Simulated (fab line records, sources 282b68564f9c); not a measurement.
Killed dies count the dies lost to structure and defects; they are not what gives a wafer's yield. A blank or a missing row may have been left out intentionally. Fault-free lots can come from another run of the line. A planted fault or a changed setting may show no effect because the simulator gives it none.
Comparing a struck lot with a sound one ; flow ritCmos ; 18 steps out of a route of 202
Sound: the wafers L408.1, L408.5, L408.6. The struck wafers were L394.3, L394.4, L394.6. The cause is named last.
At each step with rows: each side's tool, then ch and its chambers, then its first start. Under that, the readings that differ: sound wafers ; struck wafers ; difference of the means ; sigmas: that difference in standard deviations of wafers without a fault.
alike: same words and numbers on both sides, and readings whose means sit less than 2 such deviations apart. not compared: any withheld reading, any reading some wafer has no value for, any bound like >300 that may hide the same value, and any number with overlapping values for which the record gives no deviation.
Wherever a step has rows on one side only, a row that says differs or no value, or a row with sigmas, the two part there. Numbers that don't overlap but have no deviation are shown without sigmas and don't part them. Lack of a reading on every wafer of one side parts them only where that side has two or more wafers.

first, 1 step without rows for these wafers: RIT_PWELL_DEVELOP_05 (develop time 68 s).
RIT_PWELL_OVL_MEAS_06:
  struck on overlay-02, day 3 01:08; sound on overlay-01, day 5 22:56
  alike: PWELL_OVL
then, 2 steps without rows for these wafers: RIT_PWELL_HARDBAKE_07 (time 120 s); RIT_PWELL_IMPLANT_08.
RIT_PWELL_STRIP_09: strips in O2, time 180 s.
  sound on plasmaAsher-02 ch 0,1, day 5 23:22; struck on plasmaAsher-02 ch 0,1, day 3 01:37
  alike: chamberPressureMTorr, drypumpMotorCurrentA
  not compared: rfHoursCounterH
RIT_PWELL_TW_MEAS_10:
  struck on filmMetro-03, day 3 01:46; sound on filmMetro-04, day 5 23:33
  alike: PWELL_TW
then, 1 step without rows for these wafers: RIT_WELLDRIVE_ANNEAL_00 (time 14700 s).
RIT_WELLDRIVE_RS_MEAS_01: measurement is done with a four-point probe.
  struck on filmMetro-01, day 3 06:55; sound on filmMetro-01, day 6 04:41
  alike: NWELL_RS
RIT_WELLDRIVE_RS_MEAS_02: measurement is done with a four-point probe.
  struck on filmMetro-01, day 3 07:02; sound on filmMetro-01, day 6 04:49
  alike: PWELL_RS
then, 3 steps without rows for these wafers: RIT_NRETRO_HMDS_00 (prime time 60 s); RIT_NRETRO_COAT_01 (resist thk 1300 nm); RIT_NRETRO_SOFTBAKE_02 (time 60 s).
RIT_NRETRO_EXPOSE_03: exposes mask M4, target cd 43900 nm.
  sound on ilineStepper-02 ch 0, day 6 05:30; struck on ilineStepper-01 ch 0, day 3 07:37
reading;sound;struck;difference;sigmas
model.NRETRO.overlayXNm (nm);-1.363 -1.363 -1.363;-300.8 -300.8 -300.8;-299.4;
  alike: mask
then, 2 steps without rows for these wafers: RIT_NRETRO_PEB_04; RIT_NRETRO_DEVELOP_05 (develop time 68 s).
RIT_NRETRO_OVL_MEAS_06:
  struck on overlay-02, day 3 08:01; sound on overlay-02, day 6 05:56
reading;sound;struck;difference;sigmas
NRETRO_OVL (nm);-2.3 -0.4 -0.7;-301.2 -299.6 -300.1;-299.2;-99 or more
then, 1 step without rows for these wafers: RIT_NRETRO_HARDBAKE_07 (time 120 s).
RIT_M1_PROBE_99:
  struck on prober-02, day 4 13:06; sound on prober-01, day 7 11:32
reading;sound;struck;difference;sigmas
model.etest.wellEdgeRight.lineOhmUm;183.6 180.7 182.9;185.1 186.9 187.5;+4.1;
model.etest.retroEdgeNmos.offLog10AUm;-10.43 -10.32 -10.41;-7.732 -7.945 -8.182;+2.434;
model.etest.retroEdgePmos.offLog10AUm;-10.4 -10.45 -10.27;-8.162 -8.158 -8.62;+2.060;
  alike: killedAtContacts, killedAtFrontEnd, killedDies, killedOpen, killedShort

## WHERE THEY PART
RIT_NRETRO_OVL_MEAS_06 only, going by this record. Later steps at which nothing parts them and some readings are alike: RIT_M1_PROBE_99.

WHY: whatever the simulator had introduced
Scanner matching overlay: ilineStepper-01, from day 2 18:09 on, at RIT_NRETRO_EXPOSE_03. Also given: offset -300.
